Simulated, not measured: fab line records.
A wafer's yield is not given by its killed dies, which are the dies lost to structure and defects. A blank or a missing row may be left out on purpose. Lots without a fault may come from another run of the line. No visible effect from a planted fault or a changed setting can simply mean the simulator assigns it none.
2 desks looking at one fault :: flow berkeley_cmos170 :: only its own numbers are on each desk; what lay behind them is given at the end

## AT THE TOOL OWNER'S DESK: lpcvd-01
The tool's own readings at UCB170_CONTACT_CVD_01 (deposits PSG from SiH4/O2/PH3, target thk 700 nm, time 2820 s): means of the sampled wafers that have a number, for each lot that ran on this tool. If a lot's mean is further than 4 standard deviations from the usual mean, the lot is out of limits and carries the mark OUT (the distance appears in the brackets).
Columns: A = pressure_mtorr at UCB170_CONTACT_CVD_01, usual 300.0 mTorr
lot: L325
first seen here: day 7 02:36
A: 299.9

lot: L329
first seen here: day 7 23:13
A: 300.4

lot: L331
first seen here: day 8 15:41
A: 300.4

lot: L332
first seen here: day 8 18:50
A: 300.2

lot: L334
first seen here: day 9 08:35
A: 299.9

lot: L342
first seen here: day 11 06:10
A: 450.3 (+99 or more) OUT

lot: L343
first seen here: day 11 12:08
A: 449.7 (+99 or more) OUT
This desk finds L342, L343 out of limits, L342 being first, at day 11 06:10 (pressure_mtorr at UCB170_CONTACT_CVD_01). In limits: L325, L329, L331, L332, L334.

## METROLOGY DESK
What the gauges read for every lot (on any tool): the sampled wafers with a number, averaged. If a lot's mean is further than 4 standard deviations from the usual mean, the lot is out of limits and carries the mark OUT (the distance appears in the brackets).
Columns: A = PSD_OVL at UCB170_PSD_OVL_MEAS_07, usual -1 nm; B = CONTACT_PSG_THK at UCB170_CONTACT_THK_MEAS_02, usual 699 nm
lot: L324
first seen here: day 6 17:53
A: -7
B: 709

lot: L325
first seen here: day 6 18:10
A: 0
B: 699

lot: L327
first seen here: day 7 06:25
A: -3
B: 699

lot: L329
first seen here: day 7 16:15
A: -1
B: 692

lot: L331
first seen here: day 8 08:18
A: 4
B: 688

lot: L330
first seen here: day 8 08:34
A: 3
B: 694

lot: L332
first seen here: day 8 14:21
A: 5
B: 700

lot: L333
first seen here: day 9 00:23
A: 0
B: 696

lot: L334
first seen here: day 9 00:25
A: -9
B: 699

lot: L335
first seen here: day 9 12:01
A: -7
B: 700

lot: L337
first seen here: day 9 12:10
A: 3
B: 697

lot: L342
first seen here: day 11 00:17
A: 4
B: 860 (+25) OUT

lot: L343
first seen here: day 11 05:10
A: -4
B: 862 (+25) OUT

lot: L346
first seen here: day 11 16:22
A: 5
B: 710
Per this desk, out of limits: L342, L343; the first was L342, day 11 07:57 (CONTACT_PSG_THK at UCB170_CONTACT_THK_MEAS_02). In limits: L324, L325, L327, L329, L331, L330, L332, L333, L334, L335, L337, L346.

## BROUGHT TOGETHER
At day 11 06:10, on L342, L343, the tool owner's desk was in a position to raise an alarm.
At day 11 07:57 the metrology desk could have sounded an alarm, on L342, L343.
UCB170_CONTACT_CVD_01 was run on lpcvd-01 by each of the lots named.

## WHAT WAS PUT IN BY THE SIMULATOR
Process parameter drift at UCB170_CONTACT_CVD_01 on lpcvd-01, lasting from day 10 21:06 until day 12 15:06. Setting pressure_mtorr, moved by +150, from 300. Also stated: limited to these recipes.
Lots struck among those shown: L342, L343.
Delay (hours) between the fault's onset and each desk's first out-of-limits reading: 9 at the tool owner's desk, 11 at the metrology desk.
